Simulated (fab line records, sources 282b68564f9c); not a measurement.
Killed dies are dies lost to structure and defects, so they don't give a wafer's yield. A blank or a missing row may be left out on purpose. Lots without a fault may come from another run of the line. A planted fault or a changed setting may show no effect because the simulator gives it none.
fab line records | flow rit_cmos
record lots=6 wafers=18 last_day=7
route steps=202 shown SDANNEAL@153 PSD@157 NSD@158 PLDD@159 NLDD@160 SILICIDE@161 CONTACT@168 M1@184
lots that met no fault: from a run of the same line without faults
start_h: hours from the record's first day to the start of the lot's first wafer shown | wait_h: hours since the lot's step before | " the same as in the row above | L1.1+2: a row that stands for several wafers | - no value, or no start given | * or withheld: withheld | < > ~ a bound
route shown NAME@n: a module of which the file shows steps, and the number in the route of the first | usual: mean/standard deviation of fault-free wafers | same: alike in all rows | chamber/n: place in a boat | sites: the reading at each site | _std_site: their standard deviation | _edge_site: outer sites' mean less inner sites' | radius_mm: how far each site lies from the wafer's centre | mask NAME#n: copy n | behind: the tool/chamber that last shaped the wafer | hold: why the lot was held/for how many hours/how that ended | device: the transistor (n, p or np) that didn't switch | end of line: the same wafers' tests at the end of the route | a step without rows: its recipe alone | killed: dies lost to structure and defects at the first sort, not the wafer's yield | map: a wafer's dies, x killed, . not, _ none there
set.NAME: the setting as run; set.NAME@STEP: as run at that earlier step | model.NAME: the simulator's own value behind a step, which no gauge read
lots at some steps of the route; a table a step, a row a wafer
services: from which hour (start_h, from the record's first day; less than 0 if before it) a tool's chamber was out of use, for how many hours, and why
## steps
# step RIT_SDANNEAL_CLEAN_00
# recipe chemistry=SC1 mix=3:3:50 time_s=600 temp_c=75
# step RIT_SDANNEAL_CLEAN_01
# recipe chemistry=dHF dilution=50:1 time_s=30
# step RIT_SDANNEAL_CLEAN_02
# recipe chemistry=SC2 mix=3:3:50 time_s=600 temp_c=75 dry=n2_spin
# step RIT_SDANNEAL_RTA_03
# recipe temp_c=1050 time_s=5 idle_temp_c=600 ramp_up_c_per_s=342 ramp_down_c_per_s=171 cool_to_c=600 ambient=N2
# usual wafer_temp_C_max=1053.5/1.1
# columns lot.wafer tool chamber start_h wait_h wafer_temp_C_max
L897.1 rtp_anneal-01 0 54.22 0.0 1052.4
L897.3 " 0 " " 1051.6
L897.6 " 0 " " 1054.6
L900.2 rtp_anneal-02 0 68.99 0.0 1053.7
L900.3 " 0 " " 1053.8
L900.4 " 0 " " 1053.0
L901.3 rtp_anneal-01 0 73.83 0.0 1052.2
L901.4 " 0 " " 1055.2
L901.6 " 0 " " 1053.0
L903.1 rtp_anneal-01 0 85.26 0.0 1054.7
L903.2 " 0 " " 1053.4
L903.3 " 0 " " 1052.3
L912.2 rtp_anneal-02 0 137.47 0.0 1054.1
L912.5 " 0 " " 1052.6
L912.6 " 0 " " 1054.9
L915.2 rtp_anneal-01 0 155.07 0.0 1055.0
L915.4 " 0 " " 1052.7
L915.6 " 0 " " 1053.7
# step RIT_SDANNEAL_RS_MEAS_04
# recipe thk_meas_gauge=four-point-probe
# usual PSD_RS=115.83/0.29
# columns lot.wafer tool chamber start_h wait_h PSD_RS[ohm/sq]
L897.1 film_metro-04 - 54.28 0.0 115.70
L897.3 " - " " 115.60
L897.6 " - " " 115.50
L900.2 film_metro-01 - 69.06 0.1 115.92
L900.3 " - " " 115.80
L900.4 " - " " 116.21
L901.3 film_metro-01 - 73.91 0.1 115.66
L901.4 " - " " 115.79
L901.6 " - " " 115.86
L903.1 film_metro-01 - 85.32 0.0 115.83
L903.2 " - " " 115.68
L903.3 " - " " 115.70
L912.2 film_metro-01 - 137.54 0.1 115.78
L912.5 " - " " 115.69
L912.6 " - " " 115.57
L915.2 film_metro-01 - 155.14 0.1 115.90
L915.4 " - " " 115.85
L915.6 " - " " 115.95
# step RIT_SDANNEAL_RS_MEAS_05
# recipe thk_meas_gauge=four-point-probe
# usual NSD_RS=84.5/0.33
# columns lot.wafer tool chamber start_h wait_h NSD_RS[ohm/sq]
L897.1 film_metro-04 - 54.40 0.1 84.1
L897.3 " - " " 84.2
L897.6 " - " " 84.3
L900.2 film_metro-01 - 69.18 0.1 84.6
L900.3 " - " " 84.5
L900.4 " - " " 84.3
L901.3 film_metro-01 - 74.03 0.1 84.1
L901.4 " - " " 84.3
L901.6 " - " " 84.3
L903.1 film_metro-01 - 85.44 0.1 84.4
L903.2 " - " " 84.4
L903.3 " - " " 84.3
L912.2 film_metro-01 - 137.66 0.1 84.7
L912.5 " - " " 84.2
L912.6 " - " " 84.7
L915.2 film_metro-01 - 155.26 0.1 84.9
L915.4 " - " " 84.9
L915.6 " - " " 84.7
# step RIT_SDANNEAL_RS_MEAS_06
# recipe thk_meas_gauge=four-point-probe
# usual PLDD_RS=178.5/0.5
# columns lot.wafer tool chamber start_h wait_h PLDD_RS[ohm/sq]
L897.1 film_metro-04 - 54.52 0.1 178.5
L897.3 " - " " 178.0
L897.6 " - " " 178.3
L900.2 film_metro-01 - 69.30 0.1 179.0
L900.3 " - " " 178.2
L900.4 " - " " 178.8
L901.3 film_metro-01 - 74.15 0.1 179.0
L901.4 " - " " 179.4
L901.6 " - " " 179.5
L903.1 film_metro-01 - 85.56 0.1 179.2
L903.2 " - " " 179.2
L903.3 " - " " 178.5
L912.2 film_metro-01 - 139.67 2.0 177.9
L912.5 " - " " 178.5
L912.6 " - " " 178.3
L915.2 film_metro-01 - 155.38 0.1 178.7
L915.4 " - " " 178.1
L915.6 " - " " 178.9
# step RIT_SDANNEAL_RS_MEAS_07
# recipe thk_meas_gauge=four-point-probe
# usual NLDD_RS=151.5/0.45
# columns lot.wafer tool chamber start_h wait_h NLDD_RS[ohm/sq]
L897.1 film_metro-04 - 54.64 0.1 151.4
L897.3 " - " " 151.0
L897.6 " - " " 151.5
L900.2 film_metro-01 - 69.42 0.1 151.5
L900.3 " - " " 152.0
L900.4 " - " " 151.8
L901.3 film_metro-01 - 74.27 0.1 151.7
L901.4 " - " " 151.6
L901.6 " - " " 151.5
L903.1 film_metro-01 - 85.68 0.1 152.3
L903.2 " - " " 152.2
L903.3 " - " " 151.8
L912.2 film_metro-01 - 139.79 0.1 150.5
L912.5 " - " " 150.7
L912.6 " - " " 152.1
L915.2 film_metro-01 - 155.50 0.1 151.6
L915.4 " - " " 151.1
L915.6 " - " " 151.2
# step RIT_SILICIDE_WET_ETCH_00
# recipe chemistry=BOE target=SiO2 target_depth_nm=14 time_s=15 dry=n2_spin dilution=10:1 temp_c=21.5
# step RIT_SILICIDE_SPUTTER_01
# recipe material=Ti target_thk_nm=30 power_w=350 chamber_pressure_pa=0.667 gas=Ar time_s=240 substrate_temp_c=25
# step RIT_SILICIDE_RS_MEAS_02
# recipe thk_meas_gauge=four-point-probe reads=Ti_of_SILICIDE_SPUTTER_01
# usual SILICIDE_TI_RS=47.9/0.71
# columns lot.wafer tool chamber start_h wait_h SILICIDE_TI_RS[ohm/sq]
L897.1 film_metro-01 - 54.93 0.1 47.1
L897.3 " - " " 46.8
L897.6 " - " " 46.6
L900.2 film_metro-02 - 69.70 0.1 46.6
L900.3 " - " " 46.3
L900.4 " - " " 46.9
L901.3 film_metro-02 - 74.55 0.1 47.7
L901.4 " - " " 47.3
L901.6 " - " " 47.5
L903.1 film_metro-02 - 85.96 0.1 47.1
L903.2 " - " " 47.5
L903.3 " - " " 47.4
L912.2 film_metro-03 - 140.08 0.1 48.7
L912.5 " - " " 48.7
L912.6 " - " " 49.2
L915.2 film_metro-02 - 155.79 0.1 48.6
L915.4 " - " " 48.3
L915.6 " - " " 48.8
# step RIT_SILICIDE_THK_MEAS_03
# recipe thk_meas_gauge=xrf reads=Ti_of_SILICIDE_SPUTTER_01
# usual SILICIDE_TI_THK=30.0/0.37
# columns lot.wafer tool chamber start_h wait_h SILICIDE_TI_THK[nm]
L897.1 film_metro-01 - 55.05 0.1 30.3
L897.3 " - " " 30.8
L897.6 " - " " 30.7
L900.2 film_metro-02 - 69.81 0.1 30.8
L900.3 " - " " 30.8
L900.4 " - " " 30.5
L901.3 film_metro-02 - 74.65 0.1 30.1
L901.4 " - " " 30.3
L901.6 " - " " 30.1
L903.1 film_metro-02 - 86.08 0.1 30.3
L903.2 " - " " 30.3
L903.3 " - " " 30.3
L912.2 film_metro-03 - 140.19 0.1 29.7
L912.5 " - " " 29.7
L912.6 " - " " 29.4
L915.2 film_metro-02 - 155.90 0.1 29.7
L915.4 " - " " 29.7
L915.6 " - " " 29.7
# step RIT_SILICIDE_RTA_04
# recipe temp_c=650 time_s=10 idle_temp_c=25 ramp_up_s=5 ramp_down_s=5 cool_to_c=25 ambient=N2
# usual wafer_temp_C_max=655.3/1.1
# columns lot.wafer tool chamber start_h wait_h wafer_temp_C_max
L897.1 rtp_anneal-02 0 55.11 0.1 655.0
L897.3 " 0 " " 654.7
L897.6 " 0 " " 654.8
L900.2 rtp_anneal-01 0 69.87 0.1 653.9
L900.3 " 0 " " 655.2
L900.4 " 0 " " 656.0
L901.3 rtp_anneal-02 0 74.71 0.1 653.2
L901.4 " 0 " " 655.6
L901.6 " 0 " " 653.1
L903.1 rtp_anneal-02 0 86.14 0.1 653.6
L903.2 " 0 " " 653.7
L903.3 " 0 " " 654.6
L912.2 rtp_anneal-01 0 140.25 0.1 656.3
L912.5 " 0 " " 654.7
L912.6 " 0 " " 656.1
L915.2 rtp_anneal-02 0 155.96 0.1 654.4
L915.4 " 0 " " 656.0
L915.6 " 0 " " 655.9
# step RIT_SILICIDE_WET_ETCH_05
# recipe chemistry=SPM target=Ti temp_c=90 time_s=120 dry=n2_spin
# step RIT_SILICIDE_RTA_06
# recipe temp_c=750 time_s=10 idle_temp_c=25 ramp_up_s=5 ramp_down_s=10 cool_to_c=25 ambient=N2
# usual wafer_temp_C_max=755.9/1
# columns lot.wafer tool chamber start_h wait_h wafer_temp_C_max
L897.1 rtp_anneal-01 0 55.21 0.0 755.4
L897.3 " 0 " " 755.6
L897.6 " 0 " " 755.7
L900.2 rtp_anneal-02 0 69.98 0.0 755.8
L900.3 " 0 " " 755.9
L900.4 " 0 " " 754.9
L901.3 rtp_anneal-01 0 74.82 0.0 758.3
L901.4 " 0 " " 756.5
L901.6 " 0 " " 756.5
L903.1 rtp_anneal-01 0 86.25 0.0 756.6
L903.2 " 0 " " 755.7
L903.3 " 0 " " 757.7
L912.2 rtp_anneal-02 0 140.36 0.0 755.7
L912.5 " 0 " " 754.7
L912.6 " 0 " " 755.0
L915.2 rtp_anneal-01 0 156.07 0.0 756.7
L915.4 " 0 " " 757.5
L915.6 " 0 " " 754.9
# step RIT_CONTACT_CVD_00
# recipe material=SiO2 target_thk_nm=400 precursor=TEOS temp_c=390 time_s=61 rf_w=400
# usual heater_power_w=333/55
# columns lot.wafer tool chamber start_h wait_h heater_power_w
L897.1 pecvd-01 1 55.28 0.1 428
L897.3 " 0 " " 400
L897.6 " 0 " " 423
L900.2 pecvd-01 2 70.03 0.0 257
L900.3 " 1 " " 465
L900.4 " 2 " " 288
L901.3 pecvd-04 1 74.87 0.0 358
L901.4 " 1 " " 376
L901.6 " 0 " " 253
L903.1 pecvd-01 0 86.31 0.1 400
L903.2 " 2 " " 283
L903.3 " 1 " " 387
L912.2 pecvd-01 0 140.41 0.0 356
L912.5 " 2 " " 327
L912.6 " 0 " " 401
L915.2 pecvd-01 2 156.13 0.0 338
L915.4 " 2 " " 339
L915.6 " 0 " " 355
# step RIT_CONTACT_THK_MEAS_01
# recipe reads=SiO2_of_CONTACT_CVD_00
# usual CONTACT_TEOS_THK=399/4.8
# columns lot.wafer tool chamber start_h wait_h CONTACT_TEOS_THK[nm]
L897.1 film_metro-04 - 55.33 0.0 396
L897.3 " - " " 391
L897.6 " - " " 403
L900.2 film_metro-03 - 70.09 0.0 394
L900.3 " - " " 397
L900.4 " - " " 406
L901.3 film_metro-04 - 74.94 0.0 394
L901.4 " - " " 400
L901.6 " - " " 402
L903.1 film_metro-04 - 86.37 0.0 404
L903.2 " - " " 401
L903.3 " - " " 400
L912.2 film_metro-01 - 140.50 0.1 399
L912.5 " - " " 408
L912.6 " - " " 399
L915.2 film_metro-01 - 156.19 0.0 392
L915.4 " - " " 402
L915.6 " - " " 401
# step RIT_CONTACT_HMDS_02
# recipe prime_time_s=60 prime_temp_c=140
# step RIT_CONTACT_COAT_03
# recipe resist=NOVOLAK spin_rpm=3250 resist_thk_nm=1000
# step RIT_CONTACT_SOFTBAKE_04
# recipe resist=NOVOLAK temp_c=90 time_s=60
# step RIT_CONTACT_EXPOSE_05
# recipe mask_id=M11 na=0.6 source_shape=conventional sigma_outer=0.5 target_cd_nm=1000 dose_mj=250
# step RIT_CONTACT_PEB_06
# recipe resist=NOVOLAK temp_c=withheld time_s=withheld
# step RIT_CONTACT_DEVELOP_07
# recipe resist=NOVOLAK develop_time_s=120 dev_temp_c=23
# step RIT_CONTACT_CD_MEAS_08
# recipe target_cd_nm=1000
# usual cd_nm=1000.1/2.6
# columns lot.wafer tool chamber start_h wait_h cd_nm
L897.1 cd_sem-02 - 56.36 - 996.6
L897.3 " - " " 998.6
L897.6 " - " " 999.5
L900.2 cd_sem-02 - 71.13 - 1000.3
L900.3 " - " " 1003.6
L900.4 " - " " 999.8
L901.3 cd_sem-02 - 75.98 - 1000.0
L901.4 " - " " 998.5
L901.6 " - " " 999.2
L903.1 cd_sem-02 - 87.39 - 1000.9
L903.2 " - " " 1002.0
L903.3 " - " " 1001.8
L912.2 cd_sem-01 - 141.53 - 1003.1
L912.5 " - " " 1000.9
L912.6 " - " " 1000.2
L915.2 cd_sem-02 - 157.35 - 999.6
L915.4 " - " " 1001.3
L915.6 " - " " 1002.5
# step RIT_CONTACT_OVL_MEAS_09
# usual CONTACT_OVL=-0.4/1.3
# columns lot.wafer tool chamber start_h wait_h CONTACT_OVL[nm]
L897.1 overlay-02 - 56.48 0.1 -0.8
L897.3 " - " " -1.9
L897.6 " - " " -0.2
L900.2 overlay-01 - 71.24 0.1 0.5
L900.3 " - " " 0.9
L900.4 " - " " -0.8
L901.3 overlay-01 - 76.07 0.1 -1.4
L901.4 " - " " -0.3
L901.6 " - " " -1.6
L903.1 overlay-01 - 87.51 0.1 -0.3
L903.2 " - " " 1.0
L903.3 " - " " 1.4
L912.2 overlay-02 - 141.64 0.1 4.0
L912.5 " - " " 0.8
L912.6 " - " " -0.9
L915.2 overlay-01 - 157.45 0.1 2.0
L915.4 " - " " 0.6
L915.6 " - " " 0.9
# step RIT_CONTACT_HARDBAKE_10
# recipe resist=NOVOLAK temp_c=140 time_s=60
# step RIT_CONTACT_ETCH_11
# recipe target_depth_a=4800 over_etch_frac=0.2 stop_on=TiSi2 chemistry=CHF3/CF4/Ar target=SiO2 CHF3_flow_sccm=50 cf4_flow_sccm=10 Ar_flow_sccm=100 O2_flow_sccm=5 pressure_mtorr=100 rf_w=200 time_s=320
# step RIT_CONTACT_STRIP_12
# recipe chemistry=O2 time_s=180 resist=NOVOLAK platen_temp_c=withheld power_w=500 pressure_mtorr=4000 o2_flow_sccm=4000
# usual drypump_motor_current_A=5.6/0.34 rf_refl_power_W=6.8/1.7
# columns lot.wafer tool chamber start_h wait_h drypump_motor_current_A rf_hours_counter_h rf_refl_power_W
L897.1 plasma_asher-03 0 56.86 0.1 6.2 27 4.2
L897.3 " 1 " " 5.7 - 8.0
L897.6 " 0 " " 6.2 - 4.4
L900.2 plasma_asher-02 0 71.64 0.1 5.5 44 8.7
L900.3 " 0 " " 5.5 - 8.5
L900.4 " 1 " " 5.1 - 7.6
L901.3 plasma_asher-03 1 76.50 0.2 5.7 - 7.9
L901.4 " 0 " " 6.2 - 4.3
L901.6 " 0 " " 6.2 - 4.2
L903.1 plasma_asher-03 0 88.08 0.1 6.1 31 4.4
L903.2 " 1 " " 5.7 31 8.1
L903.3 " 0 " " 6.2 - 4.2
L912.2 plasma_asher-03 0 142.02 0.1 6.2 36 4.0
L912.5 " 0 " " 6.1 - 4.4
L912.6 " 1 " " 5.7 - 8.1
L915.2 plasma_asher-01 1 157.83 0.1 5.5 4 4.8
L915.4 " 0 " " 5.5 - 6.5
L915.6 " 0 " " 5.5 - 7.4
# step RIT_CONTACT_CD_MEAS_90
# recipe target_cd_nm=1000
# usual cd_nm=1000.0/2.5
# columns lot.wafer tool chamber start_h wait_h cd_nm
L897.1 cd_sem-02 - 57.03 0.1 996.7
L897.3 " - " " 998.7
L897.6 " - " " 1000.1
L900.2 cd_sem-02 - 71.83 0.1 1000.7
L900.3 " - " " 1003.6
L900.4 " - " " 1000.1
L901.3 cd_sem-01 - 76.66 0.1 1000.2
L901.4 " - " " 998.5
L901.6 " - " " 998.8
L903.1 cd_sem-02 - 88.26 0.1 1000.4
L903.2 " - " " 1002.0
L903.3 " - " " 1001.5
L912.2 cd_sem-02 - 142.21 0.1 1002.7
L912.5 " - " " 1000.4
L912.6 " - " " 1000.5
L915.2 cd_sem-02 - 158.02 0.1 1000.3
L915.4 " - " " 1000.9
L915.6 " - " " 1003.0
# step RIT_CONTACT_CLEAN_13
# recipe chemistry=SC1 mix=3:3:50 time_s=600 temp_c=75
# step RIT_CONTACT_CLEAN_14
# recipe chemistry=SC2 mix=3:3:50 time_s=600 temp_c=75 dry=n2_spin
# step RIT_M1_SPUTTER_00
# recipe material=Al target_thk_nm=400 power_w=2000 chamber_pressure_pa=0.4 gas=Ar time_s=500 substrate_temp_c=25
# usual throttle_valve_pct=30.5/0.77
# columns lot.wafer tool chamber start_h wait_h throttle_valve_pct
L897.1 pvd_sputter-03 - 57.52 0.0 30.9
L897.3 " - " " 30.0
L897.6 " - " " 29.8
L900.2 pvd_sputter-04 - 72.30 0.0 31.0
L900.3 " - " " 30.5
L900.4 " - " " 31.2
L901.3 pvd_sputter-03 - 77.09 0.0 28.5
L901.4 " - " " 30.6
L901.6 " - " " 29.8
L903.1 pvd_sputter-03 - 88.73 0.0 28.3
L903.2 " - " " 30.6
L903.3 " - " " 30.1
L912.2 pvd_sputter-04 - 142.68 0.0 31.4
L912.5 " - " " 31.2
L912.6 " - " " 30.8
L915.2 pvd_sputter-04 - 158.49 0.0 30.4
L915.4 " - " " 31.3
L915.6 " - " " 30.8
# step RIT_M1_RS_MEAS_01
# recipe thk_meas_gauge=four-point-probe reads=Al_of_M1_SPUTTER_00
# usual M1_AL_RS=0.0732/0.00067
# columns lot.wafer tool chamber start_h wait_h M1_AL_RS[ohm/sq]
L897.1 film_metro-01 - 57.81 0.1 0.0733
L897.3 " - " " 0.0725
L897.6 " - " " 0.0725
L900.2 film_metro-02 - 72.61 0.2 0.0727
L900.3 " - " " 0.0728
L900.4 " - " " 0.0730
L901.3 film_metro-02 - 77.42 0.2 0.0724
L901.4 " - " " 0.0735
L901.6 " - " " 0.0729
L903.1 film_metro-02 - 89.02 0.1 0.0731
L903.2 " - " " 0.0731
L903.3 " - " " 0.0727
L912.2 film_metro-04 - 142.99 0.2 0.0725
L912.5 " - " " 0.0740
L912.6 " - " " 0.0735
L915.2 film_metro-01 - 158.80 0.2 0.0722
L915.4 " - " " 0.0717
L915.6 " - " " 0.0718
# step RIT_M1_THK_MEAS_02
# recipe thk_meas_gauge=xrf reads=Al_of_M1_SPUTTER_00
# usual M1_AL_THK=402/3.5
# columns lot.wafer tool chamber start_h wait_h M1_AL_THK[nm]
L897.1 film_metro-01 - 57.93 0.1 401
L897.3 " - " " 407
L897.6 " - " " 406
L900.2 film_metro-02 - 72.72 0.1 406
L900.3 " - " " 404
L900.4 " - " " 404
L901.3 film_metro-02 - 77.52 0.1 406
L901.4 " - " " 401
L901.6 " - " " 405
L903.1 film_metro-02 - 89.14 0.1 403
L903.2 " - " " 402
L903.3 " - " " 403
L912.2 film_metro-04 - 143.10 0.1 407
L912.5 " - " " 397
L912.6 " - " " 400
L915.2 film_metro-01 - 158.91 0.1 409
L915.4 " - " " 411
L915.6 " - " " 408
# step RIT_M1_HMDS_03
# recipe prime_time_s=60 prime_temp_c=140
# step RIT_M1_COAT_04
# recipe resist=NOVOLAK spin_rpm=2000 resist_thk_nm=1300
# step RIT_M1_SOFTBAKE_05
# recipe resist=NOVOLAK temp_c=90 time_s=60
# step RIT_M1_EXPOSE_06
# recipe mask_id=M12 na=0.6 source_shape=conventional sigma_outer=0.5 target_cd_nm=2600 dose_mj=250
# step RIT_M1_PEB_07
# recipe resist=NOVOLAK temp_c=withheld time_s=withheld
# step RIT_M1_DEVELOP_08
# recipe resist=NOVOLAK develop_time_s=68 dev_temp_c=23
# step RIT_M1_CD_MEAS_09
# recipe target_cd_nm=2600
# usual cd_nm=2599.8/2.2
# columns lot.wafer tool chamber start_h wait_h cd_nm
L897.1 cd_sem-01 - 58.87 - 2601.7
L897.3 " - " " 2601.6
L897.6 " - " " 2600.5
L900.2 cd_sem-02 - 73.74 - 2596.3
L900.3 " - " " 2595.2
L900.4 " - " " 2595.7
L901.3 cd_sem-02 - 78.48 - 2603.6
L901.4 " - " " 2602.9
L901.6 " - " " 2603.7
L903.1 cd_sem-02 - 90.08 - 2599.3
L903.2 " - " " 2599.1
L903.3 " - " " 2599.3
L912.2 cd_sem-01 - 144.05 - 2598.0
L912.5 " - " " 2599.4
L912.6 " - " " 2599.0
L915.2 cd_sem-02 - 160.07 - 2596.3
L915.4 " - " " 2600.7
L915.6 " - " " 2598.7
# step RIT_M1_OVL_MEAS_10
# usual M1_OVL=0.6/1.5
# columns lot.wafer tool chamber start_h wait_h M1_OVL[nm]
L897.1 overlay-01 - 58.99 0.1 -0.2
L897.3 " - " " -0.9
L897.6 " - " " 1.8
L900.2 overlay-01 - 73.84 0.1 3.6
L900.3 " - " " 2.5
L900.4 " - " " 1.3
L901.3 overlay-01 - 78.57 0.1 2.0
L901.4 " - " " 0.9
L901.6 " - " " 0.1
L903.1 overlay-02 - 90.20 0.1 0.1
L903.2 " - " " 1.5
L903.3 " - " " 0.6
L912.2 overlay-01 - 144.16 0.1 1.2
L912.5 " - " " 2.2
L912.6 " - " " 0.3
L915.2 overlay-01 - 160.18 0.1 1.6
L915.4 " - " " -0.5
L915.6 " - " " 0.6
# step RIT_M1_PROBE_99
# usual killed_at_contacts=0.1/0.31 killed_at_front_end=7.1/2.8 killed_dies=7.2/2.8 killed_open=3.5/2 killed_short=3.7/1.9
# same gross_dies=264 killed_at_M0_to_M3=0 killed_at_M4_up=0 killed_at_back_side=0 killed_at_other=0
# columns lot.wafer tool chamber start_h wait_h killed_at_contacts killed_at_front_end killed_dies killed_open killed_short model.etest.npoly_line.line_ohm_um model.etest.ppoly_line.line_ohm_um model.etest.contact_pplus.end_ohm_um model.etest.contact_nplus.end_ohm_um model.etest.npoly_line.rs_ohm_sq_rim_less_centre model.etest.npoly_line.rs_ohm_sq_range model.etest.npoly_line.rs_ohm_sq model.etest.ppoly_line.rs_ohm_sq
L897.1 prober-02 - 61.53 0.1 0 6 6 1 5 171 161 42.17 42.08 -0.05037 0.4282 16.84 16.3
L897.3 prober-02 - 61.63 0.2 0 2 2 1 1 167.9 162.4 44.4 42.19 0.08044 0.4378 16.75 16.25
L897.6 prober-02 - 61.78 0.2 0 9 9 4 5 164.5 156.9 44.9 43.03 -0.1765 0.3418 16.7 16.13
L900.2 prober-01 - 76.54 0.1 0 8 8 3 5 166.9 159.5 44.98 41.35 -0.007175 0.4984 16.71 16.25
L900.3 prober-01 - 76.59 0.2 0 8 8 6 2 166 157.8 44.57 41.68 -0.03842 0.4572 16.66 16.1
L900.4 prober-01 - 76.64 0.2 0 8 8 4 4 165.4 159.3 43.68 40.98 -0.1853 0.4268 16.75 16.31
L901.3 prober-02 - 81.41 0.2 0 11 11 5 6 160 158.2 45.76 44.21 -1.649 1.805 16.03 15.44
L901.4 prober-02 - 81.46 0.2 0 9 9 4 5 161.1 157.7 45.99 43.91 -1.638 1.853 16.02 15.46
L901.6 prober-02 - 81.56 0.2 1 8 9 6 3 158.4 153.9 47.05 44.45 -1.65 1.883 15.93 15.65
L903.1 prober-02 - 93.80 0.1 0 12 12 6 6 160.8 152.6 49.8 45.17 -1.616 1.745 15.91 15.49
L903.2 prober-02 - 93.85 0.1 0 9 9 4 5 160.2 154.9 49.01 44.65 -1.742 1.962 16.02 15.59
L903.3 prober-02 - 93.90 0.2 0 8 8 2 6 164.7 158.1 48.55 44.75 -1.9 2.049 15.93 15.62
L912.2 prober-01 - 149.02 0.1 0 9 9 4 4 168.2 162.1 42.92 41.32 -0.0242 0.6843 17.29 16.87
L912.5 prober-01 - 149.17 0.2 0 7 7 2 4 168.4 163.7 43.79 43.05 0.03873 0.35 17.14 16.73
L912.6 prober-01 - 149.22 0.2 0 5 5 1 4 170.8 160.5 44.26 41.96 -0.05926 0.1699 17.25 16.59
L915.2 prober-02 - 163.72 0.1 0 8 8 4 4 172.6 164.3 42.61 41.85 0.141 0.337 17.21 16.78
L915.4 prober-02 - 163.82 0.2 0 5 5 3 2 174.3 164.8 44.11 41.53 0.2102 0.2849 17.06 16.74
L915.6 prober-02 - 163.92 0.2 0 12 12 6 6 170.4 165.1 42.68 40 0.007749 0.2684 17.2 16.69
# killed by level:class
L897.1 FOX2:geometric_particle:short=3 GATE:geometric_particle:open=1 GATE:geometric_particle:short=1 REOX:geometric_particle:short=1
L897.3 FOX2:geometric_particle:open=1 SILICIDE:geometric_particle:short=1
L897.6 GATE:geometric_particle:short=2 GATE:geometric_particle:open=2 SPACER:geometric_particle:short=2 REOX:geometric_particle:open=1 SPACER:geometric_particle:open=1 SILICIDE:geometric_particle:short=1
L900.2 FOX2:geometric_particle:open=2 GATE:geometric_particle:short=2 REOX:geometric_particle:short=2 FOX2:geometric_particle:short=1 SPACER:geometric_particle:open=1
L900.3 FOX1:geometric_particle:open=2 GATE:geometric_particle:open=2 FOX1:geometric_particle:short=1 FOX2:geometric_particle:short=1 SPACER:geometric_particle:open=1 SILICIDE:geometric_particle:open=1
L900.4 FOX1:geometric_particle:open=2 FOX1:geometric_particle:short=2 GATE:geometric_particle:short=1 REOX:geometric_particle:open=1 SPACER:geometric_particle:open=1 SILICIDE:geometric_particle:short=1
L901.3 GATE:geometric_particle:short=4 GATE:geometric_particle:open=2 SPACER:geometric_particle:open=2 FOX1:geometric_particle:short=1 FOX2:geometric_particle:open=1 SILICIDE:geometric_particle:short=1
L901.4 REOX:geometric_particle:short=3 REOX:geometric_particle:open=2 SILICIDE:geometric_particle:short=2 FOX2:geometric_particle:open=1 SILICIDE:geometric_particle:open=1
L901.6 GATE:geometric_particle:open=2 REOX:geometric_particle:open=2 FOX1:geometric_particle:open=1 FOX2:geometric_particle:open=1 GATE:geometric_particle:short=1 REOX:geometric_particle:short=1 CONTACT:geometric_particle:short=1
L903.1 FOX1:geometric_particle:open=2 FOX1:geometric_particle:short=2 GATE:geometric_particle:open=2 GATE:geometric_particle:short=1 REOX:geometric_particle:open=1 REOX:geometric_particle:short=1 SPACER:geometric_particle:open=1 SPACER:geometric_particle:short=1
L903.2 FOX1:geometric_particle:short=2 FOX1:geometric_particle:open=2 SPACER:geometric_particle:short=2 GATE:geometric_particle:open=1 GATE:geometric_particle:short=1 SILICIDE:geometric_particle:open=1
L903.3 FOX2:geometric_particle:short=3 FOX1:geometric_particle:short=1 FOX2:geometric_particle:open=1 GATE:geometric_particle:open=1 REOX:geometric_particle:short=1 SILICIDE:geometric_particle:short=1
L912.2 GATE:geometric_particle:short=3 GATE:geometric_particle:open=2 REOX:geometric_particle:open=2 REOX:geometric_particle:short=1 PSD:coat_microbubble_printed=1
L912.5 FOX2:geometric_particle:short=2 SPACER:geometric_particle:short=2 FOX2:geometric_particle:open=1 SILICIDE:geometric_particle:open=1 PSD:coat_microbubble_printed=1
L912.6 FOX1:geometric_particle:short=2 GATE:geometric_particle:short=1 GATE:geometric_particle:open=1 SILICIDE:geometric_particle:short=1
L915.2 SPACER:geometric_particle:short=3 GATE:geometric_particle:open=2 FOX2:geometric_particle:short=1 REOX:geometric_particle:open=1 SPACER:geometric_particle:open=1
L915.4 FOX1:geometric_particle:short=1 FOX2:geometric_particle:open=1 GATE:geometric_particle:open=1 REOX:geometric_particle:short=1 SPACER:geometric_particle:open=1
L915.6 FOX2:geometric_particle:short=2 GATE:geometric_particle:open=2 GATE:geometric_particle:short=2 REOX:geometric_particle:open=2 SPACER:geometric_particle:short=2 SPACER:geometric_particle:open=2
## services
# columns tool chamber start_h hours kind
pecvd-04 - 71.04 1.2 repair
pvd_sputter-03 - 84.26 0.6 repair
plasma_asher-01 - 87.05 0.5 repair
plasma_asher-01 - 108.75 9.0 pm
plasma_asher-01 0 108.75 9.0 vent_cycle
plasma_asher-01 1 108.75 9.0 vent_cycle
pecvd-01 - 111.68 5.2 repair
plasma_asher-01 0 117.75 - clean
plasma_asher-01 1 117.75 - clean
plasma_asher-02 - 119.68 1.4 repair
pecvd-01 - 127.27 2.8 pm
pecvd-01 1 140.10 4.4 repair
pvd_sputter-04 - 149.80 5.3 repair
## key
first_sign none at tools or gauges
model_effect step=RIT_M1_PROBE_99 value=etest.npoly_line.line_ohm_um without=167.3 struck=160.9
met_at RIT_SILICIDE_RTA_04
struck_wafers L901.3,L901.4,L901.6,L903.1,L903.2,L903.3
tester_left_out L901,L903
onset_between 55.11 74.71
also_fits RIT_M1_SPUTTER_00:pvd_sputter-03
fault kind=process_parameter_drift tool=rtp_anneal-02 chamber=- onset_h=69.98 steps=RIT_SILICIDE_RTA_04 channel=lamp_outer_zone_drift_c offset=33 shape=step end_h=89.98
# tester_left_out: of these lots the tester's yield and bins aren't shown, on N5 and GAA mostly nor the transistor test; their killed dies are dies lost to structure and defects alone, not to doping, threshold or leakage, so they don't give the yield
